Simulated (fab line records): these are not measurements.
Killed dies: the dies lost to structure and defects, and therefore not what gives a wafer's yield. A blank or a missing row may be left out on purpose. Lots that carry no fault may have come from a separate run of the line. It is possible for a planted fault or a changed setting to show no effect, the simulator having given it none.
fab line records / flow berkeleyCmos170
[record] lots = 13 wafers = 39 lastDay = 13
route steps=331 shown M2@283
lots untouched by any fault: they come from a run of this same line in which no faults occurred
startH: hours from the record's opening day to when the first of the lot's shown wafers began / waitH: hours since the lot's step before / " identical to the entry in the row above / L1.1+2: several wafers, shown together as one row / - either no value or no given start / * or withheld: withheld / < > ~ a bound
route shown NAME@n: NAME is a module with steps in the file, n the number in the route of the first one / usual: average and standard deviation across the fault-free wafers / same: alike in all rows / chamber/n: place in a boat / sites: per-site readings / _std_site: the standard deviation of these / _edge_site: mean of outer sites minus mean of inner sites / radiusMm: for every site, how far away it sits from the centre of the wafer / mask NAME#n: copy n / behind: the most recent tool/chamber to have shaped the wafer / hold: what put the lot on hold/how long, in hours/how the hold closed / device: transistor that didn't switch, given as n, p or np / end of line: the same wafers' tests at the end of the route / a step given without rows: its recipe and nothing more / killed: dies that structure and defects cost at the first sort, which is not the same as the wafer's yield / map: shows each die of a wafer: x if killed, . if not, _ if none is there
set.NAME: the setting that was run; set.NAME@STEP: the one run at that earlier step / model.NAME: the simulator's own value behind a step, which no gauge read
route steps across a sampled set of lots; one table per step, one row per wafer
services: a tool's chamber out of use, with start hour (startH, from the record's first day; less than 0 if before it), hours out, and reason
[[steps]]
[step UCB170_M2_EXPOSE_12]
[recipe] maskId = METAL2 targetCdNm = 700 na = 0.5 sigmaOuter = 0.6 sourceShape = conventional doseMj = 26
[usual] stageVelMmS = 499.93/0.26
lot.wafer=L103.2 tool=krfScanner-01 chamber=0 startH=203.29 waitH=- mask=METAL2#0 stageVelMmS=499.77
lot.wafer=L103.3 tool=krfScanner-01 chamber=0 startH=203.29 waitH=- mask=METAL2#0 stageVelMmS=500.04
lot.wafer=L103.6 tool=krfScanner-01 chamber=0 startH=203.29 waitH=- mask=METAL2#0 stageVelMmS=499.56
lot.wafer=L102.1 tool=krfScanner-02 chamber=0 startH=204.53 waitH=- mask=METAL2#0 stageVelMmS=500.32
lot.wafer=L102.3 tool=krfScanner-02 chamber=0 startH=204.53 waitH=- mask=METAL2#0 stageVelMmS=500.24
lot.wafer=L102.5 tool=krfScanner-02 chamber=0 startH=204.53 waitH=- mask=METAL2#0 stageVelMmS=500.26
lot.wafer=L104.2 tool=krfScanner-02 chamber=0 startH=206.11 waitH=- mask=METAL2#0 stageVelMmS=499.92
lot.wafer=L104.3 tool=krfScanner-02 chamber=0 startH=206.11 waitH=- mask=METAL2#0 stageVelMmS=500.08
lot.wafer=L104.4 tool=krfScanner-02 chamber=0 startH=206.11 waitH=- mask=METAL2#0 stageVelMmS=500.11
lot.wafer=L105.2 tool=krfScanner-01 chamber=0 startH=222.78 waitH=- mask=METAL2#0 stageVelMmS=499.95
lot.wafer=L105.5 tool=krfScanner-01 chamber=0 startH=222.78 waitH=- mask=METAL2#0 stageVelMmS=499.77
lot.wafer=L105.6 tool=krfScanner-01 chamber=0 startH=222.78 waitH=- mask=METAL2#0 stageVelMmS=500.52
lot.wafer=L109.3 tool=krfScanner-02 chamber=0 startH=243.95 waitH=- mask=METAL2#0 stageVelMmS=500.20
lot.wafer=L109.5 tool=krfScanner-02 chamber=0 startH=243.95 waitH=- mask=METAL2#0 stageVelMmS=499.93
lot.wafer=L109.6 tool=krfScanner-02 chamber=0 startH=243.95 waitH=- mask=METAL2#0 stageVelMmS=500.15
lot.wafer=L110.1 tool=krfScanner-01 chamber=0 startH=244.15 waitH=- mask=METAL2#0 stageVelMmS=499.95
lot.wafer=L110.4 tool=krfScanner-01 chamber=0 startH=244.15 waitH=- mask=METAL2#0 stageVelMmS=499.35
lot.wafer=L110.5 tool=krfScanner-01 chamber=0 startH=244.15 waitH=- mask=METAL2#0 stageVelMmS=499.95
lot.wafer=L108.2 tool=krfScanner-01 chamber=0 startH=246.53 waitH=- mask=METAL2#0 stageVelMmS=499.64
lot.wafer=L108.4 tool=krfScanner-01 chamber=0 startH=246.53 waitH=- mask=METAL2#0 stageVelMmS=499.60
lot.wafer=L108.5 tool=krfScanner-01 chamber=0 startH=246.53 waitH=- mask=METAL2#0 stageVelMmS=499.96
lot.wafer=L116.2 tool=krfScanner-02 chamber=0 startH=266.88 waitH=- mask=METAL2#0 stageVelMmS=499.82
lot.wafer=L116.3 tool=krfScanner-02 chamber=0 startH=266.88 waitH=- mask=METAL2#0 stageVelMmS=499.44
lot.wafer=L116.4 tool=krfScanner-02 chamber=0 startH=266.88 waitH=- mask=METAL2#0 stageVelMmS=499.72
lot.wafer=L115.3 tool=krfScanner-01 chamber=0 startH=267.14 waitH=- mask=METAL2#0 stageVelMmS=500.13
lot.wafer=L115.4 tool=krfScanner-01 chamber=0 startH=267.14 waitH=- mask=METAL2#0 stageVelMmS=499.62
lot.wafer=L115.5 tool=krfScanner-01 chamber=0 startH=267.14 waitH=- mask=METAL2#0 stageVelMmS=499.74
lot.wafer=L113.2 tool=krfScanner-02 chamber=0 startH=267.43 waitH=- mask=METAL2#0 stageVelMmS=499.76
lot.wafer=L113.3 tool=krfScanner-02 chamber=0 startH=267.43 waitH=- mask=METAL2#0 stageVelMmS=499.69
lot.wafer=L113.6 tool=krfScanner-02 chamber=0 startH=267.43 waitH=- mask=METAL2#0 stageVelMmS=499.80
lot.wafer=L119.1 tool=krfScanner-02 chamber=0 startH=286.50 waitH=- mask=METAL2#0 stageVelMmS=500.18
lot.wafer=L119.2 tool=krfScanner-02 chamber=0 startH=286.50 waitH=- mask=METAL2#0 stageVelMmS=499.64
lot.wafer=L119.3 tool=krfScanner-02 chamber=0 startH=286.50 waitH=- mask=METAL2#0 stageVelMmS=499.60
lot.wafer=L121.1 tool=krfScanner-02 chamber=0 startH=294.76 waitH=- mask=METAL2#0 stageVelMmS=500.17
lot.wafer=L121.3 tool=krfScanner-02 chamber=0 startH=294.76 waitH=- mask=METAL2#0 stageVelMmS=500.17
lot.wafer=L121.4 tool=krfScanner-02 chamber=0 startH=294.76 waitH=- mask=METAL2#0 stageVelMmS=500.35
lot.wafer=L122.1 tool=krfScanner-02 chamber=0 startH=295.25 waitH=- mask=METAL2#0 stageVelMmS=499.56
lot.wafer=L122.4 tool=krfScanner-02 chamber=0 startH=295.25 waitH=- mask=METAL2#0 stageVelMmS=500.08
lot.wafer=L122.6 tool=krfScanner-02 chamber=0 startH=295.25 waitH=- mask=METAL2#0 stageVelMmS=499.86
[step UCB170_M2_OVL_MEAS_16]
[usual] M2_OVL = -4/5.5
lot.wafer=L103.2 tool=overlay-01 chamber=- startH=203.79 waitH=0.1 M2_OVL[nm]=-8
lot.wafer=L103.3 tool=overlay-01 chamber=- startH=203.79 waitH=0.1 M2_OVL[nm]=1
lot.wafer=L103.6 tool=overlay-01 chamber=- startH=203.79 waitH=0.1 M2_OVL[nm]=-7
lot.wafer=L102.1 tool=overlay-02 chamber=- startH=205.37 waitH=0.1 M2_OVL[nm]=-5
lot.wafer=L102.3 tool=overlay-02 chamber=- startH=205.37 waitH=0.1 M2_OVL[nm]=-2
lot.wafer=L102.5 tool=overlay-02 chamber=- startH=205.37 waitH=0.1 M2_OVL[nm]=0
lot.wafer=L104.2 tool=overlay-01 chamber=- startH=206.76 waitH=0.1 M2_OVL[nm]=-14
lot.wafer=L104.3 tool=overlay-01 chamber=- startH=206.76 waitH=0.1 M2_OVL[nm]=-2
lot.wafer=L104.4 tool=overlay-01 chamber=- startH=206.76 waitH=0.1 M2_OVL[nm]=-9
lot.wafer=L105.2 tool=overlay-02 chamber=- startH=223.49 waitH=0.1 M2_OVL[nm]=-3
lot.wafer=L105.5 tool=overlay-02 chamber=- startH=223.49 waitH=0.1 M2_OVL[nm]=-9
lot.wafer=L105.6 tool=overlay-02 chamber=- startH=223.49 waitH=0.1 M2_OVL[nm]=-9
lot.wafer=L109.3 tool=overlay-02 chamber=- startH=244.86 waitH=0.1 M2_OVL[nm]=-12
lot.wafer=L109.5 tool=overlay-02 chamber=- startH=244.86 waitH=0.1 M2_OVL[nm]=-4
lot.wafer=L109.6 tool=overlay-02 chamber=- startH=244.86 waitH=0.1 M2_OVL[nm]=0
lot.wafer=L110.1 tool=overlay-01 chamber=- startH=245.45 waitH=0.1 M2_OVL[nm]=122
lot.wafer=L110.4 tool=overlay-01 chamber=- startH=245.45 waitH=0.1 M2_OVL[nm]=120
lot.wafer=L110.5 tool=overlay-01 chamber=- startH=245.45 waitH=0.1 M2_OVL[nm]=123
lot.wafer=L108.2 tool=overlay-01 chamber=- startH=247.18 waitH=0.1 M2_OVL[nm]=110
lot.wafer=L108.4 tool=overlay-01 chamber=- startH=247.18 waitH=0.1 M2_OVL[nm]=110
lot.wafer=L108.5 tool=overlay-01 chamber=- startH=247.18 waitH=0.1 M2_OVL[nm]=115
lot.wafer=L116.2 tool=overlay-01 chamber=- startH=268.13 waitH=0.1 M2_OVL[nm]=5
lot.wafer=L116.3 tool=overlay-01 chamber=- startH=268.13 waitH=0.1 M2_OVL[nm]=-1
lot.wafer=L116.4 tool=overlay-01 chamber=- startH=268.13 waitH=0.1 M2_OVL[nm]=1
lot.wafer=L115.3 tool=overlay-02 chamber=- startH=268.41 waitH=0.1 M2_OVL[nm]=118
lot.wafer=L115.4 tool=overlay-02 chamber=- startH=268.41 waitH=0.1 M2_OVL[nm]=117
lot.wafer=L115.5 tool=overlay-02 chamber=- startH=268.41 waitH=0.1 M2_OVL[nm]=113
lot.wafer=L113.2 tool=overlay-02 chamber=- startH=268.53 waitH=0.1 M2_OVL[nm]=-6
lot.wafer=L113.3 tool=overlay-02 chamber=- startH=268.53 waitH=0.1 M2_OVL[nm]=-2
lot.wafer=L113.6 tool=overlay-02 chamber=- startH=268.53 waitH=0.1 M2_OVL[nm]=3
lot.wafer=L119.1 tool=overlay-02 chamber=- startH=287.01 waitH=0.1 M2_OVL[nm]=8
lot.wafer=L119.2 tool=overlay-02 chamber=- startH=287.01 waitH=0.1 M2_OVL[nm]=3
lot.wafer=L119.3 tool=overlay-02 chamber=- startH=287.01 waitH=0.1 M2_OVL[nm]=5
lot.wafer=L121.1 tool=overlay-02 chamber=- startH=295.28 waitH=0.1 M2_OVL[nm]=8
lot.wafer=L121.3 tool=overlay-02 chamber=- startH=295.28 waitH=0.1 M2_OVL[nm]=2
lot.wafer=L121.4 tool=overlay-02 chamber=- startH=295.28 waitH=0.1 M2_OVL[nm]=8
lot.wafer=L122.1 tool=overlay-02 chamber=- startH=295.76 waitH=0.1 M2_OVL[nm]=-8
lot.wafer=L122.4 tool=overlay-02 chamber=- startH=295.76 waitH=0.1 M2_OVL[nm]=-6
lot.wafer=L122.6 tool=overlay-02 chamber=- startH=295.76 waitH=0.1 M2_OVL[nm]=-2
[[services]]
tool=krfScanner-01 chamber=0 startH=189.37 hours=- kind=calibration
tool=krfScanner-01 chamber=- startH=192.26 hours=1.3 kind=repair
tool=krfScanner-02 chamber=- startH=197.38 hours=1.3 kind=pm
tool=krfScanner-02 chamber=- startH=230.38 hours=0.1 kind=repair
tool=krfScanner-01 chamber=- startH=233.61 hours=0.3 kind=repair
tool=krfScanner-02 chamber=- startH=261.75 hours=- kind=calibration
tool=krfScanner-02 chamber=0 startH=283.92 hours=- kind=calibration
[[key]]
[firstSign] step = UCB170_M2_OVL_MEAS_16 reading = M2_OVL direction = up sigmas = 22 usual = -4 struck = 116
effect none on later readings
metAt UCB170_M2_EXPOSE_12
struckLots L108,L110,L115
sortLeftOut L110.1,L110.4,L110.5
[loopTrim] step = UCB170_M3_EXPOSE_12 setting = dose lots = L110,L115
onsetBetween 222.78 244.15
[fault] kind = scannerMatchingOverlay tool = krfScanner-01 chamber = - onsetH = 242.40 steps = UCB170_M2_EXPOSE_12 offset = 124.07
// sortLeftOut: the simulated sort isn't trusted on such a fault, so these wafers' sort isn't shown, and their yield isn't known
// loopTrim: a control loop set the setting to another value than it would have without faults
